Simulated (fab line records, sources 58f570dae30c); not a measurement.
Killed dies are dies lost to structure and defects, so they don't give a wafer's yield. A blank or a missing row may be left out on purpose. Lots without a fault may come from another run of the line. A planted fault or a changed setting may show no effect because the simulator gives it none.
One fault seen from 2 desks | flow berkeley_cmos170 | each desk has only its own numbers; what lay behind them comes last

THE METROLOGY DESK
What the gauges read, lot by lot, whatever tool the lot ran on: means of the sampled wafers that have a number. A lot is out of limits, marked OUT, if its mean lies more than 4 standard deviations from the usual mean; the brackets give that distance.
Columns: A = PWELL_OVL at UCB170_PWELL_OVL_MEAS_13, usual 1 nm; B = ACTIVE_OXIDE_THK at UCB170_ACTIVE_THK_MEAS_03, usual 26.4 nm
lot  | first seen here | A  | B
L571 | day 3 11:43     | -1 | 26.8
L570 | day 3 11:55     | 1  | 26.8
L572 | day 3 19:05     | 8  | 26.7
L576 | day 4 15:06     | -0 | 26.3
L574 | day 4 15:23     | 3  | 26.2
L578 | day 5 01:52     | -5 | 26.3
L580 | day 5 15:34     | 5  | 26.1
L584 | day 6 07:31     | -5 | 26.9
L583 | day 6 07:50     | 5  | 26.3
L587 | day 6 19:54     | 3  | 26.2
L586 | day 6 20:09     | 1  | 26.8
L589 | day 7 06:40     | 4  | 26.1
L590 | day 7 19:28     | 1  | 26.1
L591 | day 7 19:29     | -0 | 26.0
L592 | day 8 03:32     | -4 | 26.4
This desk's finding: nothing out of limits on any of the 15 lots.

THE TOOL OWNER'S DESK: krf_scanner-02
The tool's own readings at UCB170_NVT_EXPOSE_03 (exposes mask PWELL, target cd 3000 nm): means of the sampled wafers that have a number, for each lot that ran on this tool. A lot is out of limits, marked OUT, if its mean lies more than 4 standard deviations from the usual mean; the brackets give that distance.
Columns: A = exposure_dose_mJ_cm2 at UCB170_NVT_EXPOSE_03, usual 29.99; B = focus_offset_nm at UCB170_NVT_EXPOSE_03, usual 0.1 nm; C = reticle_temp_C at UCB170_NVT_EXPOSE_03, usual 23.01 C
lot  | first seen here | A     | B    | C
L571 | day 6 04:31     | 29.97 | -0.5 | 23.12
L576 | day 7 12:46     | 29.99 | 0.4  | 22.95
L574 | day 7 13:02     | 29.98 | 0.3  | 23.09
L578 | day 7 20:10     | 30.01 | -0.1 | 23.10
L580 | day 8 10:47     | 30.03 | 0.8  | 23.10
L590 | day 10 18:42    | 29.97 | -1.0 | 23.08
This desk's finding: nothing out of limits on any of the 6 lots.

PUT TOGETHER
The metrology desk saw nothing out of limits.
The tool owner's desk saw nothing out of limits.

WHAT THE SIMULATOR HAD PUT IN
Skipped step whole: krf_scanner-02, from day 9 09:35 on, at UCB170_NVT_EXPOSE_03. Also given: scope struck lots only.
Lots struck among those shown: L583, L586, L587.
